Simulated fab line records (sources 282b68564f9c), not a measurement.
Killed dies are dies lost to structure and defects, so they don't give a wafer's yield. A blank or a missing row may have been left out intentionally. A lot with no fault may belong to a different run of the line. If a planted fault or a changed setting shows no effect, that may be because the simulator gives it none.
Which tool did it? -- flow rit-cmos -- 7 lots, 21 wafers sampled, at 2 steps of a route of 202

WHAT THE GAUGES SHOWED, per wafer
RIT_NWELL_OVL_MEAS_06.
lot,measured,on,NWELL_OVL (nm)
L187,day 2 01:25,overlay-02,1.7 1.5 1.0
L189,day 2 12:54,overlay-01,-0.7 -0.1 -1.6
L195,day 3 19:14,overlay-01,0.1 -0.2 -0.1
L198,day 4 09:28,overlay-02,1.2 0.3 1.7
L200,day 4 19:06,overlay-01,3570.0 3570.8 3569.6
L203,day 5 09:49,overlay-01,2.5 0.7 0.8
L208,day 6 13:25,overlay-01,3.5 4.5 4.7

TOOL THAT RAN EACH LOT (tool first, then ch and the chambers of the sampled wafers, then the start)
lot,RIT_NWELL_EXPOSE_03
L187,"iline-stepper-02 ch 0, day 2 00:59"
L189,"iline-stepper-01 ch 0, day 2 12:29"
L195,"iline-stepper-01 ch 0, day 3 18:49"
L198,"iline-stepper-02 ch 0, day 4 09:04"
L200,"iline-stepper-01 ch 0, day 4 18:40"
L203,"iline-stepper-02 ch 0, day 5 09:24"
L208,"iline-stepper-02 ch 0, day 6 13:00"
- RIT_NWELL_EXPOSE_03: exposes mask M2, target cd 43900 nm.

THE ANSWER, worked out from the rows above alone
Rule: what is usual is taken from the lots themselves. Put in order of their means at a reading, lots are off if they are a third of the lots or fewer, leave a main group of 4 or more, and stand apart from it by a gap of 3 or more times the standard deviation of the main group's means; of several such gaps the widest counts. Not used: any main group whose means are identical at the precision the tables above print for the reading. Also off: a lot with no number at a reading for which 4 or more lots have one. Where the step has rows for the other lots, those lots are counted as sound.
Off: L200, at RIT_NWELL_OVL_MEAS_06 (NWELL_OVL). For the main group the mean is 1.2 nm and the standard deviation 1.6.
A tool fits if, at a process step before that reading, it ran every lot that is off, and no sound lot after the first of them. Gauges at RIT_NWELL_OVL_MEAS_06: tried the same way as those tools. One fits: RIT_NWELL_EXPOSE_03 on iline-stepper-01. Its last sound lot is L195 (day 3 18:49), its first lot that is off L200 (day 4 18:40): a fault that began between those two fits.

WHAT THE SIMULATOR HAD PUT IN
Scanner matching overlay: iline-stepper-01, from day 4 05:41 on, at RIT_NWELL_EXPOSE_03. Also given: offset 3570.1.
Struck lots among those shown: L200. The rule above reached the same finding.
